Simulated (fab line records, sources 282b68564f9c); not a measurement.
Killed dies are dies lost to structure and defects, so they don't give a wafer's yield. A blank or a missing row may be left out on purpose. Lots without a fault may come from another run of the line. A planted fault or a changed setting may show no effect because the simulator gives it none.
Split-lot experiment | flow rit_cmos | 5 lots, 23 wafers read, on a route of 202 steps

THE SPLIT
At RIT_GATE_EXPOSE_13 (exposes mask M6, target cd 150 nm), the setting dose_mj was moved away from the recipe's 380 on 8 of the 23 wafers read, by -3.1% to +4.4%. The other wafers ran this setting at the recipe's value.

FROM THE SPLIT TO THE READING: what the file shows between them, 6 steps
- RIT_GATE_PEB_14
- RIT_GATE_DEVELOP_15: develop time 50 s
- RIT_GATE_CD_MEAS_16: target cd 150 nm
- RIT_GATE_HARDBAKE_18: time 60 s
- RIT_GATE_ETCH_19: etches poly-Si in SF6/CHF3/O2, stops on SiO2, time 165 s, target depth 312.5 nm
- RIT_GATE_STRIP_20: strips in O2, time 180 s

THE READING
cd_nm, in nm, at RIT_GATE_CD_MEAS_90 (target cd 150 nm). Fault-free wafers of this fab line usually give 151.3 nm, standard deviation 1.6 nm.

wafer  | tool, chamber at the split | dose_mj as run | against the recipe | cd_nm, nm | against lot-mates on the recipe
L080.3 | iline_stepper-02, 0        | 380            | recipe             | 149.0     | -
L080.4 | iline_stepper-02, 0        | 380            | recipe             | 150.0     | -
L080.5 | iline_stepper-02, 0        | 380            | recipe             | 151.2     | -
L081.1 | iline_stepper-01, 0        | 392.6          | +3.3%              | 133.7     | -16.0
L081.2 | iline_stepper-01, 0        | 380            | recipe             | 148.5     | -
L081.4 | iline_stepper-01, 0        | 392.6          | +3.3%              | 135.9     | -13.8
L081.5 | iline_stepper-01, 0        | 380            | recipe             | 151.0     | -
L081.6 | iline_stepper-01, 0        | 380            | recipe             | 149.5     | -
L082.2 | iline_stepper-02, 0        | 396.6          | +4.4%              | 130.2     | -22.2
L082.3 | iline_stepper-02, 0        | 380            | recipe             | 152.4     | -
L082.4 | iline_stepper-02, 0        | 396.6          | +4.4%              | 130.2     | -22.2
L082.5 | iline_stepper-02, 0        | 380            | recipe             | 152.4     | -
L082.6 | iline_stepper-02, 0        | 396.6          | +4.4%              | 130.5     | -21.9
L083.1 | iline_stepper-02, 0        | 368.1          | -3.1%              | 167.4     | +18.5
L083.2 | iline_stepper-02, 0        | 368.1          | -3.1%              | 166.2     | +17.2
L083.3 | iline_stepper-02, 0        | 380            | recipe             | 147.8     | -
L083.4 | iline_stepper-02, 0        | 368.1          | -3.1%              | 165.0     | +16.1
L083.6 | iline_stepper-02, 0        | 380            | recipe             | 150.1     | -
L084.1 | iline_stepper-02, 0        | 380            | recipe             | 150.3     | -
L084.2 | iline_stepper-02, 0        | 380            | recipe             | 153.9     | -
L084.4 | iline_stepper-02, 0        | 380            | recipe             | 151.4     | -
L084.5 | iline_stepper-02, 0        | 380            | recipe             | 151.3     | -
L084.6 | iline_stepper-02, 0        | 380            | recipe             | 151.3     | -

THE FIT
A straight line over all 23 wafers: cd_nm changes by -4.78 nm for each +1% of dose_mj; r = -0.99; the points scatter about the line by 1.4 nm.
The same after taking each lot's own level away (the mean of its wafers on the recipe; 23 wafers): -5.1 nm for each +1%; r = -0.99; scatter 1.2 nm.
On that fit, the largest move of dose_mj shifts the reading by 22 nm.
The lots' own levels span 148.95 to 152.40 nm, that is 2.2 times the standard deviation above.
So the lot-to-lot level changes the slope little: the two slopes agree.
Check: with one of the wafers moved furthest among these (+4.4%) left out of the fit, the line predicts -21.8 nm for it against its lot-mates. It came out at -22.2 nm against them.

OTHER SPLITS ON THESE WAFERS
These wafers also went through other splits before the reading. Each is held against what the fit with the lots' levels taken away leaves over:
other split on the same wafers | wafers away from the commonest value | r with cd_nm (lot level and that fit taken away)
RIT_FOX1_OXIDATION_00 temp_c   | 10                                   | +0.00
RIT_NWELL_HARDBAKE_07 temp_c   | 5                                    | +0.08
RIT_NRETRO_SOFTBAKE_02 temp_c  | 10                                   | -0.06
RIT_GATE_CVD_08 sih4_flow_sccm | 10                                   | -0.03

THE WHOLE CHAIN: every reading that the file lists as answering this split, in the file's order
step                | what it does      | reading                                                                        | change (the file's fit)              | r (the file's)
RIT_GATE_DEVELOP_15 | develop time 50 s | GATE.cd_nm (the simulator's own value, which no gauge read)                    | -4.99 nm for each +1% of the setting | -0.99
RIT_GATE_CD_MEAS_16 | target cd 150 nm  | cd_nm                                                                          | -4.96 nm for each +1% of the setting | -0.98
RIT_GATE_CD_MEAS_90 | target cd 150 nm  | cd_nm                                                                          | -5.01 nm for each +1% of the setting | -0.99
RIT_M1_PROBE_99     |                   | etest.pmos_0p15.r_on_ohm_um (the simulator's own value, which no gauge read)   | -115 for each +1% of the setting     | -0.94
RIT_M1_PROBE_99     |                   | etest.pmos_turned.r_on_ohm_um (the simulator's own value, which no gauge read) | -113 for each +1% of the setting     | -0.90
RIT_M1_PROBE_99     |                   | etest.nmos_0p15.r_on_ohm_um (the simulator's own value, which no gauge read)   | -41.9 for each +1% of the setting    | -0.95
RIT_M1_PROBE_99     |                   | etest.nmos_0p15.drive_ua_um (the simulator's own value, which no gauge read)   | +22.5 for each +1% of the setting    | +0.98

THE FILE'S OWN FIT
cd_nm changes by -5.01 nm for each +1% of dose_mj, r = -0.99.
